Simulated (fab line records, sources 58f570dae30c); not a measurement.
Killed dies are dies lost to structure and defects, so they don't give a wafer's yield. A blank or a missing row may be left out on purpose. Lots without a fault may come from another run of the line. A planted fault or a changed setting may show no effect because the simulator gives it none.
Which tool did it? | flow berkeley_cmos170 | 14 lots, 42 wafers sampled, at 4 steps of a route of 331

WHAT THE GAUGES READ, wafer by wafer
UCB170_V1_CD_MEAS_90: target cd 700 nm.
lot  | measured     | on        | cd_nm (nm)
L309 | day 8 15:05  | cd_sem-01 | 698.0 700.3 698.5
L310 | day 8 16:13  | cd_sem-02 | 700.9 700.8 700.2
L308 | day 8 17:15  | cd_sem-02 | 700.2 699.0 702.6
L312 | day 8 21:44  | cd_sem-02 | 698.5 698.3 698.3
L314 | day 9 12:17  | cd_sem-02 | 699.6 696.8 697.9
L313 | day 9 13:37  | cd_sem-02 | 698.2 699.1 699.2
L316 | day 10 12:19 | cd_sem-02 | 702.0 702.5 701.4
L315 | day 10 13:25 | cd_sem-01 | 697.3 699.1 701.0
L318 | day 11 06:34 | cd_sem-02 | 701.5 699.9 698.7
L322 | day 11 09:47 | cd_sem-01 | 698.9 696.6 697.3
L325 | day 11 21:06 | cd_sem-02 | 699.2 698.2 698.4
L326 | day 11 22:49 | cd_sem-02 | 701.2 700.2 700.7
L330 | day 12 22:49 | cd_sem-02 | 694.8 696.2 697.1
L329 | day 13 01:49 | cd_sem-01 | 700.2 698.2 700.1

UCB170_M2_RS_MEAS_02: measures by four-point-probe.
lot  | measured     | on            | M2_AL_RS (ohm/sq)
L309 | day 8 15:21  | film_metro-04 | 0.0319 0.0319 0.0318
L310 | day 8 16:29  | film_metro-04 | 0.0323 0.0329 0.0326
L308 | day 8 17:31  | film_metro-03 | 0.0319 0.0321 0.0319
L312 | day 8 22:01  | film_metro-03 | 0.0326 0.0326 0.0328
L314 | day 9 12:34  | film_metro-01 | 0.0324 0.0325 0.0323
L313 | day 9 13:53  | film_metro-04 | 0.0320 0.0319 0.0318
L316 | day 10 12:41 | film_metro-03 | 0.0327 0.0324 0.0324
L315 | day 10 13:41 | film_metro-01 | 0.0324 0.0321 0.0323
L318 | day 11 06:50 | film_metro-01 | 0.0321 0.0322 0.0321
L322 | day 11 10:03 | film_metro-04 | 0.0319 0.0318 0.0319
L325 | day 11 21:22 | film_metro-01 | 0.0321 0.0323 0.0319
L326 | day 11 23:05 | film_metro-03 | 0.0331 0.0330 0.0330
L330 | day 12 23:05 | film_metro-01 | 0.0326 0.0326 0.0325
L329 | day 13 02:05 | film_metro-03 | 0.0328 0.0328 0.0328

UCB170_M2_OVL_MEAS_16.
lot  | measured     | on         | M2_OVL (nm)
L309 | day 8 17:19  | overlay-01 | 9 7 11
L310 | day 8 18:31  | overlay-01 | -2 -2 -9
L308 | day 8 19:30  | overlay-01 | 7 2 9
L312 | day 9 00:26  | overlay-01 | 2 6 5
L314 | day 9 14:33  | overlay-01 | -3 -8 -3
L313 | day 9 15:53  | overlay-02 | 9 9 4
L316 | day 10 14:50 | overlay-02 | -1 -12 -6
L315 | day 10 15:57 | overlay-01 | -9 -6 -5
L318 | day 11 11:06 | overlay-01 | 14 16 16
L322 | day 11 12:36 | overlay-02 | -6 0 -7
L325 | day 11 23:29 | overlay-01 | 1 -10 2
L326 | day 12 01:06 | overlay-01 | 8 4 10
L330 | day 13 01:26 | overlay-02 | 5 4 9
L329 | day 13 06:04 | overlay-02 | 6 -3 -1

WHICH TOOL RAN EACH LOT (tool, then ch and the chambers of the sampled wafers, then the start)
lot  | UCB170_GATE_STRIP_16
L309 | plasma_asher-03 ch 0,1, day 7 11:39
L310 | plasma_asher-04 ch 0,1, day 7 11:44
L308 | plasma_asher-02 ch 0,1, day 7 12:01
L312 | plasma_asher-02 ch 0,1, day 7 19:29
L314 | plasma_asher-02 ch 0,1, day 8 07:50
L313 | plasma_asher-03 ch 0,1, day 8 07:51
L316 | plasma_asher-03 ch 0,1, day 9 00:42
L315 | plasma_asher-02 ch 0,1, day 9 00:46
L318 | plasma_asher-03 ch 0,1, day 9 23:21
L322 | plasma_asher-03 ch 0,1, day 10 04:38
L325 | plasma_asher-02 ch 0,1, day 10 14:26
L326 | plasma_asher-04 ch 0,1, day 10 14:43
L330 | plasma_asher-02 ch 0,1, day 11 19:32
L329 | plasma_asher-04 ch 1, day 11 19:46
- UCB170_GATE_STRIP_16: strips in O2.

WHAT THE TOOLS THEMSELVES READ (means of the sampled wafers that have a number; where no wafer has one, the mark that the record gives instead)
UCB170_GATE_STRIP_16.
lot  | tool            | drypump_motor_current_A (A) | oes_product_au (a.u.)
L309 | plasma_asher-03 | 4.8                         | 0.726
L310 | plasma_asher-04 | 5.0                         | 0.727
L308 | plasma_asher-02 | 5.5                         | 0.724
L312 | plasma_asher-02 | 5.3                         | 0.724
L314 | plasma_asher-02 | 5.5                         | 0.728
L313 | plasma_asher-03 | 4.9                         | 0.727
L316 | plasma_asher-03 | 4.9                         | 0.726
L315 | plasma_asher-02 | 5.5                         | 0.720
L318 | plasma_asher-03 | 5.0                         | 0.728
L322 | plasma_asher-03 | 4.9                         | 0.725
L325 | plasma_asher-02 | 5.3                         | 0.728
L326 | plasma_asher-04 | 5.1                         | 0.724
L330 | plasma_asher-02 | 5.3                         | 0.730
L329 | plasma_asher-04 | 4.7                         | 0.727

THE ANSWER, worked out from the rows above alone
Rule: what is usual is taken from the lots themselves. Put in order of their means at a reading, lots are off if they are a third of the lots or fewer, leave a main group of 4 or more, and stand apart from it by a gap of 3 or more times the standard deviation of the main group's means; of several such gaps the widest counts. A main group whose means are all the same, to the digits that the tables above print for the reading, isn't used. A lot without any number at a reading at which 4 lots or more have one is off too. The other lots that the step has rows for count as sound. The gauges are gone through in route order, then the tools' own readings, and for those a lot's mean is taken as printed above. The first step at which some lot is off is used, and at that step the reading that is off furthest; a lot without a number counts as furthest.
No lot is off at any reading shown: from this, nothing can be told.

WHAT THE SIMULATOR HAD PUT IN
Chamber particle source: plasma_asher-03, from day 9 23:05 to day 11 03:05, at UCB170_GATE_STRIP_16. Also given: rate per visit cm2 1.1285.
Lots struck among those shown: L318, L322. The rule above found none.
